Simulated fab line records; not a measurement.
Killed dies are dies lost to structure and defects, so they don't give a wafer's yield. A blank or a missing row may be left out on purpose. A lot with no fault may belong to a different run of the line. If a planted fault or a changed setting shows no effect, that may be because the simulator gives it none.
8D (eight disciplines) problem report, filled in by code | flow berkeley-cmos170 | the parts of the form that need people (team, actions taken, sign-off) are left out

## 1. THE ISSUE
Mean of spin-speed-rpm at UCB170_NSD_COAT_01: 1475.7 rpm across 6 wafers in 2 lots; on wafers with no fault it is 1499.8 rpm (standard deviation 0.99). That puts it -24 standard deviations away from the usual mean.
The step: resist thk 900 nm.
First observed at day 9 23:19: wafer L527.1, on litho-track-02. Wafers with a number at this step in the record: 42, from 14 lots. Rule for "out", or "out of limits": more than 4 standard deviations from the usual mean. The other wafers with a number count as sound.

## 2. WHAT THIS IS AND IS NOT
question                    | is                     | is not
which readings at this step | spin-speed-rpm         | -
which lots                  | L526, L527             | L515, L516, L519, L520, L528, L529, L531, L533, L534, L536, L537, L538
which wafers of those lots  | all that have a number | -
read on which tools         | litho-track-02         | litho-track-01, litho-track-04
when                        | from day 9 23:19       | up to then (12 sound wafers); but 24 sound wafers of L528, L529, L531, L533, L534, L536, L537, L538 came after

## 3. SUSPECTS, AND WHAT RULES EACH OUT
Counting: any tool at a process step up to the reading is kept as a suspect provided that every lot that is out went through it and no sound lot did after the first of them.
- litho-track-02 at UCB170_NSD_COAT_01 (resist thk 900 nm): kept. It ran every lot that is out, first L527 (day 9 23:19), and no sound lot after that. On those wafers its own readings are out: spin-speed-rpm.
Left after counting: litho-track-02 at UCB170_NSD_COAT_01.

## 4. THE CAUSE (what the simulator had put in)
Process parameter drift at UCB170_NSD_COAT_01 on litho-track-02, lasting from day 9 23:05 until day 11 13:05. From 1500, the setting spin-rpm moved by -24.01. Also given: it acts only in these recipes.
The count eliminated every tool but this one.

## 5. THE CHAIN OF EFFECTS, in route order
One row per reading whose mean, taken over the struck wafers that have a number, lies over 3 standard deviations from the usual. Readings are gone through only where the record gives a usual standard deviation; hours: the median, over the lots, of the time from a lot's start at the first step in this table giving one to that lot's start at this step; sigmas: the change measured in usual standard deviations.
hours | step               | reading        | usual      | on struck wafers | change | sigmas
0     | UCB170_NSD_COAT_01 | spin-speed-rpm | 1499.8 rpm | 1475.7           | -24.1  | -24
Process steps it contains:
- UCB170_NSD_COAT_01: resist thk 900 nm.

## 6. HOW IT WOULD HAVE BEEN CAUGHT EARLIER
0 hours passed between the start of the fault at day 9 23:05 and the first reading out of limits in this record, taken at day 9 23:19.
